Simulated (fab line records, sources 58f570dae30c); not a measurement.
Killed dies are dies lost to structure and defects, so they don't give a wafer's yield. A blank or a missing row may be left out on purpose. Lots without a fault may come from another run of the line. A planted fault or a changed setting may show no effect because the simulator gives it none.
Which tool did it? | flow berkeley_cmos170 | 14 lots, 42 wafers sampled, at 6 steps of a route of 331

WHAT THE GAUGES READ, wafer by wafer
UCB170_V1_THK_MEAS_01.
lot  | measured     | on            | V1_TEOS_THK (nm)
L889 | day 8 16:19  | film_metro-01 | 1982 2026 2021
L892 | day 9 02:19  | film_metro-01 | 1983 1947 2000
L893 | day 9 04:26  | film_metro-03 | 1984 1955 1984
L891 | day 9 05:46  | film_metro-01 | 2007 2010 1992
L890 | day 9 05:46  | film_metro-03 | 1958 1942 1987
L894 | day 9 05:47  | film_metro-02 | 1991 2003 2043
L899 | day 10 15:48 | film_metro-01 | 1972 2036 1996
L900 | day 11 00:52 | film_metro-02 | 810 828 803
L902 | day 11 02:11 | film_metro-03 | 1961 1962 1991
L901 | day 11 03:35 | film_metro-02 | 1977 2028 2016
L903 | day 11 05:08 | film_metro-03 | 824 814 845
L904 | day 11 18:12 | film_metro-01 | 1933 1936 1977
L906 | day 12 05:29 | film_metro-02 | 2001 2007 2006
L909 | day 13 10:26 | film_metro-02 | 1971 2000 1989

UCB170_M2_CD_MEAS_15: target cd 700 nm.
lot  | measured     | on        | cd_nm (nm)
L889 | day 8 20:59  | cd_sem-02 | 703.2 702.2 700.2
L892 | day 9 08:34  | cd_sem-02 | 701.1 700.9 700.3
L893 | day 9 09:27  | cd_sem-02 | 700.8 699.7 699.4
L891 | day 9 10:55  | cd_sem-02 | 699.8 699.1 700.5
L890 | day 9 11:05  | cd_sem-01 | 700.4 701.3 701.8
L894 | day 9 11:47  | cd_sem-01 | 700.4 699.8 699.1
L899 | day 10 20:23 | cd_sem-01 | 699.6 700.3 698.4
L900 | day 11 05:49 | cd_sem-01 | 700.5 700.0 699.7
L902 | day 11 07:28 | cd_sem-01 | 702.4 702.7 702.6
L901 | day 11 08:17 | cd_sem-01 | 701.5 700.7 700.3
L903 | day 11 09:25 | cd_sem-01 | 701.3 700.7 700.1
L904 | day 12 00:38 | cd_sem-01 | 700.2 700.0 699.6
L906 | day 12 13:47 | cd_sem-02 | 700.9 701.1 700.2
L909 | day 13 14:49 | cd_sem-01 | 699.9 701.5 698.9

WHICH TOOL RAN EACH LOT (tool, then ch and the chambers of the sampled wafers, then the start)
lot  | UCB170_CONTACT_STRIP_19              | UCB170_M1_ETCH_11                  | UCB170_V1_CVD_00                | UCB170_V1_ETCH_14
L889 | plasma_asher-01 ch 0,1, day 8 11:44  | rie_diel-01 ch 1,2, day 8 14:24    | pecvd-03 ch 1,2, day 8 16:08    | rie_diel-03 ch 1,2,3, day 8 18:37
L892 | plasma_asher-03 ch 0,1, day 8 22:40  | rie_diel-03 ch 1,2,3, day 9 00:18  | pecvd-03 ch 1,2, day 9 02:10    | rie_diel-03 ch 0,2,3, day 9 05:56
L893 | plasma_asher-03 ch 0,1, day 9 00:26  | rie_diel-01 ch 1,2,3, day 9 02:33  | pecvd-02 ch 1,2, day 9 04:16    | rie_diel-04 ch 0,1,3, day 9 06:46
L891 | plasma_asher-01 ch 0,1, day 9 00:43  | rie_diel-02 ch 0,2,3, day 9 02:42  | pecvd-01 ch 0,1,2, day 9 05:37  | rie_diel-02 ch 0,2,3, day 9 07:50
L890 | plasma_asher-04 ch 0,1, day 9 00:53  | rie_diel-01 ch 1,2, day 9 02:58    | pecvd-03 ch 0,2, day 9 05:37    | rie_diel-03 ch 0,2, day 9 07:54
L894 | plasma_asher-01 ch 0,1, day 9 01:09  | rie_diel-02 ch 0,1,2, day 9 03:19  | pecvd-02 ch 1,2, day 9 05:37    | rie_diel-03 ch 0,1,3, day 9 08:33
L899 | plasma_asher-03 ch 0,1, day 10 09:59 | rie_diel-01 ch 0,3, day 10 12:50   | pecvd-03 ch 1,2, day 10 15:37   | rie_diel-04 ch 0,3, day 10 17:57
L900 | plasma_asher-01 ch 0,1, day 10 20:32 | rie_diel-01 ch 0,1,3, day 10 22:46 | pecvd-03 ch 0,1, day 11 00:42   | rie_diel-02 ch 1,2,3, day 11 03:23
L902 | plasma_asher-04 ch 0,1, day 10 20:47 | rie_diel-03 ch 0,1,3, day 10 23:10 | pecvd-01 ch 1,2, day 11 02:02   | rie_diel-04 ch 0,1, day 11 04:37
L901 | plasma_asher-01 ch 0,1, day 10 23:14 | rie_diel-02 ch 1,2,3, day 11 01:41 | pecvd-02 ch 0,2, day 11 03:25   | rie_diel-02 ch 1,2,3, day 11 05:42
L903 | plasma_asher-01 ch 0,1, day 10 23:58 | rie_diel-03 ch 0,1, day 11 03:07   | pecvd-03 ch 0,1,2, day 11 05:02 | rie_diel-03 ch 0,1,3, day 11 07:04
L904 | plasma_asher-01 ch 0, day 11 14:27   | rie_diel-03 ch 0,3, day 11 16:19   | pecvd-01 ch 0,1, day 11 18:03   | rie_diel-03 ch 0,1,3, day 11 19:59
L906 | plasma_asher-04 ch 0,1, day 12 00:34 | rie_diel-02 ch 1,2,3, day 12 02:28 | pecvd-02 ch 0,1, day 12 05:19   | rie_diel-03 ch 1,2,3, day 12 07:42
L909 | plasma_asher-01 ch 0,1, day 13 06:37 | rie_diel-03 ch 0,1, day 13 08:29   | pecvd-01 ch 0,1, day 13 10:13   | rie_diel-04 ch 1,2,3, day 13 12:20
- UCB170_CONTACT_STRIP_19: strips in O2.
- UCB170_M1_ETCH_11: etches BARC in N2/H2.
- UCB170_V1_CVD_00: deposits SiO2 from TEOS/O2, target thk 2000 nm, time 250 s.
- UCB170_V1_ETCH_14: etches SiO2 in CHF3/CF4/Ar, stops on Al, target depth 1250 nm, time 291 s.

WHAT THE TOOLS THEMSELVES READ (means of the sampled wafers that have a number; where no wafer has one, the mark that the record gives instead)
UCB170_CONTACT_STRIP_19.
lot  | tool            | drypump_motor_current_A (A) | o2_flow_sccm (sccm) | oes_product_au (a.u.)
L889 | plasma_asher-01 | 5.9                         | 401.0               | 0.723
L892 | plasma_asher-03 | 5.7                         | 399.8               | 0.729
L893 | plasma_asher-03 | 5.7                         | 401.4               | 0.726
L891 | plasma_asher-01 | 5.9                         | 400.2               | 0.728
L890 | plasma_asher-04 | 5.1                         | 400.2               | 0.724
L894 | plasma_asher-01 | 5.6                         | 400.5               | 0.728
L899 | plasma_asher-03 | 5.7                         | 400.1               | 0.726
L900 | plasma_asher-01 | 5.6                         | 399.8               | 0.725
L902 | plasma_asher-04 | 5.1                         | 400.1               | 0.724
L901 | plasma_asher-01 | 5.6                         | 400.5               | 0.726
L903 | plasma_asher-01 | 5.6                         | 400.2               | 0.732
L904 | plasma_asher-01 | 5.3                         | 401.0               | 0.722
L906 | plasma_asher-04 | 5.1                         | 400.3               | 0.731
L909 | plasma_asher-01 | 5.6                         | 401.5               | 0.726

UCB170_M1_ETCH_11.
lot  | tool        | drypump_motor_current_A (A) | n2_flow_sccm (sccm) | oes_product_au (a.u.) | throttle_valve_pct (%)
L889 | rie_diel-01 | 6.1                         | 100.0               | 1.019                 | 13.27
L892 | rie_diel-03 | 6.1                         | 99.8                | 1.001                 | 13.24
L893 | rie_diel-01 | 6.0                         | 100.1               | 1.009                 | 13.17
L891 | rie_diel-02 | 5.8                         | 100.1               | 1.014                 | 13.44
L890 | rie_diel-01 | 6.1                         | 100.1               | 1.011                 | 13.28
L894 | rie_diel-02 | 5.7                         | 100.0               | 0.998                 | 13.40
L899 | rie_diel-01 | 5.6                         | 100.1               | 0.988                 | 13.17
L900 | rie_diel-01 | 5.7                         | 100.1               | 1.010                 | 13.20
L902 | rie_diel-03 | 6.0                         | 99.7                | 0.995                 | 13.16
L901 | rie_diel-02 | 5.9                         | 99.8                | 1.025                 | 13.52
L903 | rie_diel-03 | 6.2                         | 100.0               | 1.005                 | 13.18
L904 | rie_diel-03 | 5.9                         | 100.3               | 1.014                 | 13.13
L906 | rie_diel-02 | 5.9                         | 100.1               | 1.025                 | 13.52
L909 | rie_diel-03 | 6.3                         | 100.2               | 0.984                 | 13.20

UCB170_V1_CVD_00.
lot  | tool     | heater_power_w (W)
L889 | pecvd-03 | 230
L892 | pecvd-03 | 234
L893 | pecvd-02 | 260
L891 | pecvd-01 | 296
L890 | pecvd-03 | 221
L894 | pecvd-02 | 273
L899 | pecvd-03 | 228
L900 | pecvd-03 | 268
L902 | pecvd-01 | 362
L901 | pecvd-02 | 182
L903 | pecvd-03 | 220
L904 | pecvd-01 | 252
L906 | pecvd-02 | 270
L909 | pecvd-01 | 243

UCB170_V1_ETCH_14.
lot  | tool        | drypump_motor_current_A (A) | oes_product_au (a.u.) | throttle_valve_pct (%)
L889 | rie_diel-03 | 6.1                         | 0.868                 | 6.89
L892 | rie_diel-03 | 5.9                         | 0.879                 | 6.86
L893 | rie_diel-04 | 5.7                         | 0.869                 | 6.99
L891 | rie_diel-02 | 5.8                         | 0.879                 | 7.02
L890 | rie_diel-03 | 6.1                         | 0.894                 | 6.87
L894 | rie_diel-03 | 6.0                         | 0.877                 | 6.85
L899 | rie_diel-04 | 5.7                         | 0.882                 | 6.90
L900 | rie_diel-02 | 5.9                         | 0.798                 | 7.11
L902 | rie_diel-04 | 5.2                         | 0.856                 | 6.98
L901 | rie_diel-02 | 5.9                         | 0.889                 | 7.09
L903 | rie_diel-03 | 6.0                         | 0.788                 | 6.85
L904 | rie_diel-03 | 6.0                         | 0.878                 | 6.86
L906 | rie_diel-03 | 6.1                         | 0.870                 | 6.88
L909 | rie_diel-04 | 5.8                         | 0.866                 | 7.06

THE ANSWER, worked out from the rows above alone
Rule: what is usual is taken from the lots themselves. Put in order of their means at a reading, lots are off if they are a third of the lots or fewer, leave a main group of 4 or more, and stand apart from it by a gap of 3 or more times the standard deviation of the main group's means; of several such gaps the widest counts. A main group whose means are all the same, to the digits that the tables above print for the reading, isn't used. A lot without any number at a reading at which 4 lots or more have one is off too. The other lots that the step has rows for count as sound. The gauges are gone through in route order, then the tools' own readings, and for those a lot's mean is taken as printed above. The first step at which some lot is off is used, and at that step the reading that is off furthest; a lot without a number counts as furthest.
Off: L900, L903, at UCB170_V1_THK_MEAS_01 (V1_TEOS_THK). The main group: mean 1988 nm, standard deviation 20.
A tool fits if, at a process step before that reading, it ran every lot that is off, and no sound lot after the first of them. The gauges at UCB170_V1_THK_MEAS_01 aren't tried: what is off there is off at UCB170_V1_ETCH_14 too, on other tools, and a gauge's error can't cause that. One fits: pecvd-03 at UCB170_V1_CVD_00. Its last sound lot is L899 (day 10 15:37), its first lot that is off L900 (day 11 00:42): a fault that began between those two fits.

WHAT THE SIMULATOR HAD PUT IN
Process parameter drift: pecvd-03, from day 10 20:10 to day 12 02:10, at UCB170_V1_CVD_00. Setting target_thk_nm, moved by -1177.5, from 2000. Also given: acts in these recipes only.
Lots struck among those shown: L900, L903. The rule above found the same.
